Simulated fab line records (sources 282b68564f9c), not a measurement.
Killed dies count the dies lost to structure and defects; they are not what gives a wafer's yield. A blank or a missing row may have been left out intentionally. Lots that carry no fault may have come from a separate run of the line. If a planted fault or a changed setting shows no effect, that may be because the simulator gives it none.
8D (eight disciplines) problem report, filled in by code -- flow rit-cmos -- the parts of the form that need people (team, actions taken, sign-off) are left out

## 1. THE ISSUE
tilt-deg at RIT_PSD_IMPLANT_08 reads a mean of 6.408 degrees on 6 wafers of 2 lots; wafers without a fault read 7.002 degrees with a standard deviation of 0.019. That puts it -31 standard deviations away from the usual mean.
Earliest sighting: wafer L520.2 on implanter-04 at day 3 23:25. Wafers with a number at this step in the record: 18, from 6 lots. By rule, "out" or "out of limits" means more than 4 standard deviations away from the usual mean. Any other wafer with a number is counted as sound.

## 2. WHAT IT IS AND WHAT IT IS NOT
question,is,is not
which readings at this step,tilt-deg,-
which lots,"L520, L526","L518, L525, L531, L538"
which wafers of those lots,all that have a number,-
read on which tools,implanter-04,"implanter-02, implanter-03"
when,from day 3 23:25,"up to then (3 sound wafers); but 9 sound wafers of L525, L531, L538 came after"

## 3. THE SUSPECTS, EACH WITH WHAT RULES IT OUT
Counting: a tool stays on the suspect list if, at a process step up to the reading, it processed all lots that are out and no sound lot following the first of them.
- plasma-asher-02 at RIT_NSD_STRIP_09 (strips in O2, time 180 s): ruled out as a lasting fault. Sound lots L525, L531 ran on it after its first lot that is out, L520 (day 3 21:59).
- implanter-04 at RIT_PSD_IMPLANT_08: kept. All lots that are out passed through it, beginning with L520 at day 3 23:25, and no sound lot followed; its final sound lot before that point was L518 at day 3 13:13. Its own readings are out on those wafers: tilt-deg.
Left after counting: implanter-04 at RIT_PSD_IMPLANT_08.

## 4. THE CAUSE (what the simulator had put in)
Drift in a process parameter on implanter-04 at RIT_PSD_IMPLANT_08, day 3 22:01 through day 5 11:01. From 7, the setting tilt-deg moved by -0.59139. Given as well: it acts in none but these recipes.
Counting left only this tool.

## 5. THE CHAIN OF EFFECTS, in route order
Each row: a reading whose mean over the struck wafers that have a number lies more than 3 standard deviations from the usual. Scope: only readings with a usual standard deviation given in the record; hours: median across lots of the time from each lot's start at the first step in this table that gives one to its start at this step; sigmas: change in usual standard deviations.
hours,step,reading,usual,on struck wafers,change,sigmas
0,RIT_PSD_IMPLANT_08,tilt-deg,7.002 degrees,6.408,-0.594,-31
Its process steps:
- RIT_PSD_IMPLANT_08

## 6. WHAT WOULD HAVE CAUGHT IT SOONER
In this record the first reading out of limits was taken at day 3 23:25, 1 hour after the fault began at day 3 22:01.
